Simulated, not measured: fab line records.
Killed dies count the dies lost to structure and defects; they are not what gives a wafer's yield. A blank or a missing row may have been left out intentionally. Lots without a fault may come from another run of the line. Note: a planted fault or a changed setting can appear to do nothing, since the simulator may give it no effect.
fab line records || flow berkeley_cmos170
record: {"lots": 14, "wafers": 42, "last_day": 13}
route steps=331 shown NLDD@159
lots that met no fault: taken from a fault-free run of the same line
start_h: hours from the record's opening day to when the first of the lot's shown wafers began || wait_h: hours elapsed since this lot's preceding step || " identical to the entry in the row above || L1.1+2: a row that stands for several wafers || - value missing, or start not given || * or withheld: withheld || < > ~ a bound
route shown NAME@n: a module of which the file shows steps, and the number in the route of the first || usual: mean/standard deviation taken from wafers without a fault || same: alike in all rows || chamber/n: place in a boat || sites: the reading at each site || _std_site: the values' standard deviation || _edge_site: outer sites' mean less inner sites' || radius_mm: how far each site lies from the wafer's centre || mask NAME#n: copy n || behind: the most recent tool/chamber to have shaped the wafer || hold: cause of the lot's hold/its duration in hours/its outcome || device: the n, p or np transistor that did not switch || end of line: tests run on the same wafers once the route is complete || where a step has no rows: the recipe by itself || killed: not the wafer's yield, but the dies lost to structure and defects at the first sort || map: a wafer's dies, x killed, . not, _ none there
set.NAME: the run value of the setting; set.NAME@STEP: its run value at that earlier step || model.NAME: the simulator's own value behind a step, which no gauge read
a sample of lots followed through the steps of the route, with each step as a table and each wafer as a row
services: when a tool's chamber went out of use (start_h, in hours from the record's first day, below 0 if earlier), for how many hours, and the reason
== steps ==
step: UCB170_NLDD_COAT_01
recipe: {"resist": "KrF", "spin_rpm": 1500, "resist_thk_nm": 900}
usual: {"spin_speed_rpm": "1499.9/1"}
{"lot.wafer": "L319.1", "tool": "litho_track-04", "chamber": 0, "start_h": 155.87, "wait_h": 0.1, "spin_speed_rpm": 1500.4}
{"lot.wafer": "L319.2", "tool": "litho_track-04", "chamber": 0, "start_h": 155.87, "wait_h": 0.1, "spin_speed_rpm": 1500.8}
{"lot.wafer": "L319.4", "tool": "litho_track-04", "chamber": 0, "start_h": 155.87, "wait_h": 0.1, "spin_speed_rpm": 1501.7}
{"lot.wafer": "L320.2", "tool": "litho_track-02", "chamber": 0, "start_h": 156.01, "wait_h": 0.1, "spin_speed_rpm": 1498.5}
{"lot.wafer": "L320.5", "tool": "litho_track-02", "chamber": 0, "start_h": 156.01, "wait_h": 0.1, "spin_speed_rpm": 1498.0}
{"lot.wafer": "L320.6", "tool": "litho_track-02", "chamber": 0, "start_h": 156.01, "wait_h": 0.1, "spin_speed_rpm": 1499.0}
{"lot.wafer": "L321.1", "tool": "litho_track-04", "chamber": 0, "start_h": 168.37, "wait_h": 0.1, "spin_speed_rpm": 1500.3}
{"lot.wafer": "L321.5", "tool": "litho_track-04", "chamber": 0, "start_h": 168.37, "wait_h": 0.1, "spin_speed_rpm": 1501.1}
{"lot.wafer": "L321.6", "tool": "litho_track-04", "chamber": 0, "start_h": 168.37, "wait_h": 0.1, "spin_speed_rpm": 1500.2}
{"lot.wafer": "L323.1", "tool": "litho_track-01", "chamber": 0, "start_h": 181.90, "wait_h": 0.1, "spin_speed_rpm": 1500.2}
{"lot.wafer": "L323.2", "tool": "litho_track-01", "chamber": 0, "start_h": 181.90, "wait_h": 0.1, "spin_speed_rpm": 1501.4}
{"lot.wafer": "L323.4", "tool": "litho_track-01", "chamber": 0, "start_h": 181.90, "wait_h": 0.1, "spin_speed_rpm": 1500.6}
{"lot.wafer": "L324.2", "tool": "litho_track-04", "chamber": 0, "start_h": 184.28, "wait_h": 0.1, "spin_speed_rpm": 1501.0}
{"lot.wafer": "L324.4", "tool": "litho_track-04", "chamber": 0, "start_h": 184.28, "wait_h": 0.1, "spin_speed_rpm": 1501.2}
{"lot.wafer": "L324.5", "tool": "litho_track-04", "chamber": 0, "start_h": 184.28, "wait_h": 0.1, "spin_speed_rpm": 1500.1}
{"lot.wafer": "L327.1", "tool": "litho_track-04", "chamber": 0, "start_h": 193.61, "wait_h": 0.1, "spin_speed_rpm": 1501.2}
{"lot.wafer": "L327.2", "tool": "litho_track-04", "chamber": 0, "start_h": 193.61, "wait_h": 0.1, "spin_speed_rpm": 1501.9}
{"lot.wafer": "L327.5", "tool": "litho_track-04", "chamber": 0, "start_h": 193.61, "wait_h": 0.1, "spin_speed_rpm": 1500.6}
{"lot.wafer": "L326.3", "tool": "litho_track-01", "chamber": 0, "start_h": 193.75, "wait_h": 0.1, "spin_speed_rpm": 1497.9}
{"lot.wafer": "L326.4", "tool": "litho_track-01", "chamber": 0, "start_h": 193.75, "wait_h": 0.1, "spin_speed_rpm": 1501.3}
{"lot.wafer": "L326.6", "tool": "litho_track-01", "chamber": 0, "start_h": 193.75, "wait_h": 0.1, "spin_speed_rpm": 1498.7}
{"lot.wafer": "L329.2", "tool": "litho_track-02", "chamber": 0, "start_h": 204.74, "wait_h": 0.1, "spin_speed_rpm": 1500.3}
{"lot.wafer": "L329.4", "tool": "litho_track-02", "chamber": 0, "start_h": 204.74, "wait_h": 0.1, "spin_speed_rpm": 1498.8}
{"lot.wafer": "L329.6", "tool": "litho_track-02", "chamber": 0, "start_h": 204.74, "wait_h": 0.1, "spin_speed_rpm": 1500.2}
{"lot.wafer": "L330.2", "tool": "litho_track-01", "chamber": 0, "start_h": 204.74, "wait_h": 0.1, "spin_speed_rpm": 1501.0}
{"lot.wafer": "L330.3", "tool": "litho_track-01", "chamber": 0, "start_h": 204.74, "wait_h": 0.1, "spin_speed_rpm": 1499.1}
{"lot.wafer": "L330.6", "tool": "litho_track-01", "chamber": 0, "start_h": 204.74, "wait_h": 0.1, "spin_speed_rpm": 1499.9}
{"lot.wafer": "L331.4", "tool": "litho_track-01", "chamber": 0, "start_h": 218.36, "wait_h": 0.1, "spin_speed_rpm": 1500.4}
{"lot.wafer": "L331.5", "tool": "litho_track-01", "chamber": 0, "start_h": 218.36, "wait_h": 0.1, "spin_speed_rpm": 1499.1}
{"lot.wafer": "L331.6", "tool": "litho_track-01", "chamber": 0, "start_h": 218.36, "wait_h": 0.1, "spin_speed_rpm": 1498.8}
{"lot.wafer": "L332.1", "tool": "litho_track-04", "chamber": 0, "start_h": 223.82, "wait_h": 0.1, "spin_speed_rpm": 1499.4}
{"lot.wafer": "L332.5", "tool": "litho_track-04", "chamber": 0, "start_h": 223.82, "wait_h": 0.1, "spin_speed_rpm": 1500.9}
{"lot.wafer": "L332.6", "tool": "litho_track-04", "chamber": 0, "start_h": 223.82, "wait_h": 0.1, "spin_speed_rpm": 1499.0}
{"lot.wafer": "L334.4", "tool": "litho_track-01", "chamber": 0, "start_h": 224.51, "wait_h": 0.1, "spin_speed_rpm": 1499.7}
{"lot.wafer": "L334.5", "tool": "litho_track-01", "chamber": 0, "start_h": 224.51, "wait_h": 0.1, "spin_speed_rpm": 1501.6}
{"lot.wafer": "L334.6", "tool": "litho_track-01", "chamber": 0, "start_h": 224.51, "wait_h": 0.1, "spin_speed_rpm": 1499.9}
{"lot.wafer": "L337.1", "tool": "litho_track-04", "chamber": 0, "start_h": 248.15, "wait_h": 0.1, "spin_speed_rpm": 1499.8}
{"lot.wafer": "L337.3", "tool": "litho_track-04", "chamber": 0, "start_h": 248.15, "wait_h": 0.1, "spin_speed_rpm": 1499.3}
{"lot.wafer": "L337.5", "tool": "litho_track-04", "chamber": 0, "start_h": 248.15, "wait_h": 0.1, "spin_speed_rpm": 1500.7}
{"lot.wafer": "L341.3", "tool": "litho_track-04", "chamber": 0, "start_h": 262.12, "wait_h": 0.1, "spin_speed_rpm": 1500.6}
{"lot.wafer": "L341.5", "tool": "litho_track-04", "chamber": 0, "start_h": 262.12, "wait_h": 0.1, "spin_speed_rpm": 1499.6}
{"lot.wafer": "L341.6", "tool": "litho_track-04", "chamber": 0, "start_h": 262.12, "wait_h": 0.1, "spin_speed_rpm": 1500.6}
step: UCB170_NLDD_STRIP_10
recipe: {"chemistry": "O2", "power_w": 400, "pressure_mtorr": 3500, "platen_temp_c": "withheld", "o2_flow_sccm": 400, "overash_fraction": 0.5}
usual: {"drypump_motor_current_A": "5.7/0.44", "oes_product_au": "0.734/0.0046", "strip_time_to_endpoint_s": "21.60/0.055"}
{"lot.wafer": "L319.1", "tool": "plasma_asher-02", "chamber": 1, "start_h": 157.14, "wait_h": 0.1, "drypump_motor_current_A": 5.5, "oes_product_au": 0.737, "rf_hours_counter_h": 49, "strip_time_to_endpoint_s": 21.61}
{"lot.wafer": "L319.2", "tool": "plasma_asher-02", "chamber": 0, "start_h": 157.14, "wait_h": 0.1, "drypump_motor_current_A": 6.4, "oes_product_au": 0.737, "rf_hours_counter_h": 49, "strip_time_to_endpoint_s": 21.55}
{"lot.wafer": "L319.4", "tool": "plasma_asher-02", "chamber": 1, "start_h": 157.14, "wait_h": 0.1, "drypump_motor_current_A": 5.5, "oes_product_au": 0.744, "rf_hours_counter_h": "-", "strip_time_to_endpoint_s": 21.55}
{"lot.wafer": "L320.2", "tool": "plasma_asher-04", "chamber": 0, "start_h": 157.38, "wait_h": 0.1, "drypump_motor_current_A": 5.9, "oes_product_au": 0.732, "rf_hours_counter_h": 32, "strip_time_to_endpoint_s": 21.67}
{"lot.wafer": "L320.5", "tool": "plasma_asher-04", "chamber": 0, "start_h": 157.38, "wait_h": 0.1, "drypump_motor_current_A": 5.9, "oes_product_au": 0.731, "rf_hours_counter_h": "-", "strip_time_to_endpoint_s": 21.69}
{"lot.wafer": "L320.6", "tool": "plasma_asher-04", "chamber": 1, "start_h": 157.38, "wait_h": 0.1, "drypump_motor_current_A": 5.6, "oes_product_au": 0.736, "rf_hours_counter_h": "-", "strip_time_to_endpoint_s": 21.69}
{"lot.wafer": "L321.1", "tool": "plasma_asher-03", "chamber": 1, "start_h": 169.65, "wait_h": 0.1, "drypump_motor_current_A": 5.0, "oes_product_au": 0.733, "rf_hours_counter_h": 42, "strip_time_to_endpoint_s": 21.61}
{"lot.wafer": "L321.5", "tool": "plasma_asher-03", "chamber": 1, "start_h": 169.65, "wait_h": 0.1, "drypump_motor_current_A": 5.0, "oes_product_au": 0.734, "rf_hours_counter_h": "-", "strip_time_to_endpoint_s": 21.60}
{"lot.wafer": "L321.6", "tool": "plasma_asher-03", "chamber": 0, "start_h": 169.65, "wait_h": 0.1, "drypump_motor_current_A": 5.8, "oes_product_au": 0.736, "rf_hours_counter_h": "-", "strip_time_to_endpoint_s": 21.50}
{"lot.wafer": "L323.1", "tool": "plasma_asher-04", "chamber": 1, "start_h": 183.87, "wait_h": 0.1, "drypump_motor_current_A": 5.7, "oes_product_au": 0.737, "rf_hours_counter_h": 34, "strip_time_to_endpoint_s": 21.69}
{"lot.wafer": "L323.2", "tool": "plasma_asher-04", "chamber": 0, "start_h": 183.87, "wait_h": 0.1, "drypump_motor_current_A": 5.9, "oes_product_au": 0.724, "rf_hours_counter_h": 34, "strip_time_to_endpoint_s": 21.62}
{"lot.wafer": "L323.4", "tool": "plasma_asher-04", "chamber": 0, "start_h": 183.87, "wait_h": 0.1, "drypump_motor_current_A": 5.9, "oes_product_au": 0.731, "rf_hours_counter_h": "-", "strip_time_to_endpoint_s": 21.59}
{"lot.wafer": "L324.2", "tool": "plasma_asher-02", "chamber": 1, "start_h": 185.52, "wait_h": 0.1, "drypump_motor_current_A": 5.5, "oes_product_au": 0.738, "rf_hours_counter_h": 52, "strip_time_to_endpoint_s": 21.61}
{"lot.wafer": "L324.4", "tool": "plasma_asher-02", "chamber": 0, "start_h": 185.52, "wait_h": 0.1, "drypump_motor_current_A": 6.4, "oes_product_au": 0.740, "rf_hours_counter_h": "-", "strip_time_to_endpoint_s": 21.61}
{"lot.wafer": "L324.5", "tool": "plasma_asher-02", "chamber": 1, "start_h": 185.52, "wait_h": 0.1, "drypump_motor_current_A": 5.5, "oes_product_au": 0.735, "rf_hours_counter_h": "-", "strip_time_to_endpoint_s": 21.53}
{"lot.wafer": "L327.1", "tool": "plasma_asher-03", "chamber": 1, "start_h": 194.76, "wait_h": 0.1, "drypump_motor_current_A": 5.0, "oes_product_au": 0.728, "rf_hours_counter_h": 44, "strip_time_to_endpoint_s": 21.62}
{"lot.wafer": "L327.2", "tool": "plasma_asher-03", "chamber": 0, "start_h": 194.76, "wait_h": 0.1, "drypump_motor_current_A": 5.8, "oes_product_au": 0.735, "rf_hours_counter_h": 44, "strip_time_to_endpoint_s": 21.56}
{"lot.wafer": "L327.5", "tool": "plasma_asher-03", "chamber": 0, "start_h": 194.76, "wait_h": 0.1, "drypump_motor_current_A": 5.7, "oes_product_au": 0.745, "rf_hours_counter_h": "-", "strip_time_to_endpoint_s": 21.60}
{"lot.wafer": "L326.3", "tool": "plasma_asher-04", "chamber": 0, "start_h": 195.07, "wait_h": 0.1, "drypump_motor_current_A": 5.9, "oes_product_au": 0.731, "rf_hours_counter_h": "-", "strip_time_to_endpoint_s": 21.63}
{"lot.wafer": "L326.4", "tool": "plasma_asher-04", "chamber": 1, "start_h": 195.07, "wait_h": 0.1, "drypump_motor_current_A": 5.6, "oes_product_au": 0.731, "rf_hours_counter_h": "-", "strip_time_to_endpoint_s": 21.66}
{"lot.wafer": "L326.6", "tool": "plasma_asher-04", "chamber": 1, "start_h": 195.07, "wait_h": 0.1, "drypump_motor_current_A": 5.7, "oes_product_au": 0.725, "rf_hours_counter_h": "-", "strip_time_to_endpoint_s": 21.65}
{"lot.wafer": "L329.2", "tool": "plasma_asher-04", "chamber": 0, "start_h": 206.84, "wait_h": 0.1, "drypump_motor_current_A": 5.9, "oes_product_au": 0.736, "rf_hours_counter_h": 37, "strip_time_to_endpoint_s": 21.50}
{"lot.wafer": "L329.4", "tool": "plasma_asher-04", "chamber": 1, "start_h": 206.84, "wait_h": 0.1, "drypump_motor_current_A": 5.7, "oes_product_au": 0.741, "rf_hours_counter_h": "-", "strip_time_to_endpoint_s": 21.55}
{"lot.wafer": "L329.6", "tool": "plasma_asher-04", "chamber": 1, "start_h": 206.84, "wait_h": 0.1, "drypump_motor_current_A": 5.7, "oes_product_au": 0.737, "rf_hours_counter_h": "-", "strip_time_to_endpoint_s": 21.55}
{"lot.wafer": "L330.2", "tool": "plasma_asher-04", "chamber": 1, "start_h": 207.02, "wait_h": 0.1, "drypump_motor_current_A": 5.6, "oes_product_au": 0.736, "rf_hours_counter_h": 37, "strip_time_to_endpoint_s": 21.63}
{"lot.wafer": "L330.3", "tool": "plasma_asher-04", "chamber": 0, "start_h": 207.02, "wait_h": 0.1, "drypump_motor_current_A": 5.9, "oes_product_au": 0.730, "rf_hours_counter_h": "-", "strip_time_to_endpoint_s": 21.62}
{"lot.wafer": "L330.6", "tool": "plasma_asher-04", "chamber": 1, "start_h": 207.02, "wait_h": 0.1, "drypump_motor_current_A": 5.7, "oes_product_au": 0.734, "rf_hours_counter_h": "-", "strip_time_to_endpoint_s": 21.57}
{"lot.wafer": "L331.4", "tool": "plasma_asher-04", "chamber": 0, "start_h": 220.20, "wait_h": 0.1, "drypump_motor_current_A": 5.9, "oes_product_au": 0.728, "rf_hours_counter_h": "-", "strip_time_to_endpoint_s": 21.55}
{"lot.wafer": "L331.5", "tool": "plasma_asher-04", "chamber": 1, "start_h": 220.20, "wait_h": 0.1, "drypump_motor_current_A": 5.7, "oes_product_au": 0.730, "rf_hours_counter_h": "-", "strip_time_to_endpoint_s": 21.61}
{"lot.wafer": "L331.6", "tool": "plasma_asher-04", "chamber": 0, "start_h": 220.20, "wait_h": 0.1, "drypump_motor_current_A": 5.9, "oes_product_au": 0.726, "rf_hours_counter_h": "-", "strip_time_to_endpoint_s": 21.52}
{"lot.wafer": "L332.1", "tool": "plasma_asher-02", "chamber": 0, "start_h": 226.31, "wait_h": 0.1, "drypump_motor_current_A": 6.4, "oes_product_au": 0.728, "rf_hours_counter_h": 57, "strip_time_to_endpoint_s": 21.61}
{"lot.wafer": "L332.5", "tool": "plasma_asher-02", "chamber": 1, "start_h": 226.31, "wait_h": 0.1, "drypump_motor_current_A": 5.5, "oes_product_au": 0.731, "rf_hours_counter_h": "-", "strip_time_to_endpoint_s": 21.60}
{"lot.wafer": "L332.6", "tool": "plasma_asher-02", "chamber": 0, "start_h": 226.31, "wait_h": 0.1, "drypump_motor_current_A": 6.4, "oes_product_au": 0.732, "rf_hours_counter_h": "-", "strip_time_to_endpoint_s": 21.63}
{"lot.wafer": "L334.4", "tool": "plasma_asher-02", "chamber": 1, "start_h": 226.62, "wait_h": 0.1, "drypump_motor_current_A": 5.5, "oes_product_au": 0.730, "rf_hours_counter_h": "-", "strip_time_to_endpoint_s": 21.60}
{"lot.wafer": "L334.5", "tool": "plasma_asher-02", "chamber": 1, "start_h": 226.62, "wait_h": 0.1, "drypump_motor_current_A": 5.5, "oes_product_au": 0.741, "rf_hours_counter_h": "-", "strip_time_to_endpoint_s": 21.61}
{"lot.wafer": "L334.6", "tool": "plasma_asher-02", "chamber": 0, "start_h": 226.62, "wait_h": 0.1, "drypump_motor_current_A": 6.4, "oes_product_au": 0.732, "rf_hours_counter_h": "-", "strip_time_to_endpoint_s": 21.68}
{"lot.wafer": "L337.1", "tool": "plasma_asher-03", "chamber": 0, "start_h": 249.60, "wait_h": 0.1, "drypump_motor_current_A": 5.8, "oes_product_au": 0.729, "rf_hours_counter_h": 51, "strip_time_to_endpoint_s": 20.62}
{"lot.wafer": "L337.3", "tool": "plasma_asher-03", "chamber": 1, "start_h": 249.60, "wait_h": 0.1, "drypump_motor_current_A": 5.0, "oes_product_au": 0.738, "rf_hours_counter_h": "-", "strip_time_to_endpoint_s": 20.60}
{"lot.wafer": "L337.5", "tool": "plasma_asher-03", "chamber": 1, "start_h": 249.60, "wait_h": 0.1, "drypump_motor_current_A": 5.0, "oes_product_au": 0.729, "rf_hours_counter_h": "-", "strip_time_to_endpoint_s": 20.68}
{"lot.wafer": "L341.3", "tool": "plasma_asher-02", "chamber": 1, "start_h": 263.38, "wait_h": 0.1, "drypump_motor_current_A": 5.5, "oes_product_au": 0.737, "rf_hours_counter_h": "-", "strip_time_to_endpoint_s": 20.60}
{"lot.wafer": "L341.5", "tool": "plasma_asher-02", "chamber": 0, "start_h": 263.38, "wait_h": 0.1, "drypump_motor_current_A": 6.4, "oes_product_au": 0.737, "rf_hours_counter_h": "-", "strip_time_to_endpoint_s": 20.59}
{"lot.wafer": "L341.6", "tool": "plasma_asher-02", "chamber": 1, "start_h": 263.38, "wait_h": 0.1, "drypump_motor_current_A": 5.4, "oes_product_au": 0.738, "rf_hours_counter_h": "-", "strip_time_to_endpoint_s": 20.58}
== services ==
{"tool": "plasma_asher-03", "chamber": "-", "start_h": 147.44, "hours": 0.7, "kind": "repair"}
{"tool": "plasma_asher-03", "chamber": "-", "start_h": 208.53, "hours": 2.8, "kind": "pm"}
{"tool": "plasma_asher-02", "chamber": "-", "start_h": 248.09, "hours": 2.1, "kind": "repair"}
== key ==
first_sign: {"step": "UCB170_NLDD_STRIP_10", "reading": "strip_time_to_endpoint_s", "direction": "down", "sigmas": 18, "usual": "*", "struck": "*", "through": "*"}
effect none on later readings
met_at UCB170_NLDD_COAT_01
struck_lots L337,L341
tester_left_out L337,L341
loop_trim: {"step": "UCB170_NLDD_EXPOSE_03", "setting": "dose", "lots": "L341"}
onset_between 223.82 248.15
also_fits time
fault: {"kind": "process_parameter_drift", "tool": "litho_track-04", "chamber": "-", "onset_h": 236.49, "steps": "UCB170_NLDD_COAT_01", "channel": "resist_thk_nm", "offset": "*", "shape": "step", "end_h": 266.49, "acts_in": "*", "stated": "*"}
tester_left_out: of these lots the tester's yield and bins aren't shown, on N5 and GAA mostly nor the transistor test; their killed dies are dies lost to structure and defects alone, not to doping, threshold or leakage, so they don't give the yield
loop_trim: a control loop set the setting to another value than it would have without faults
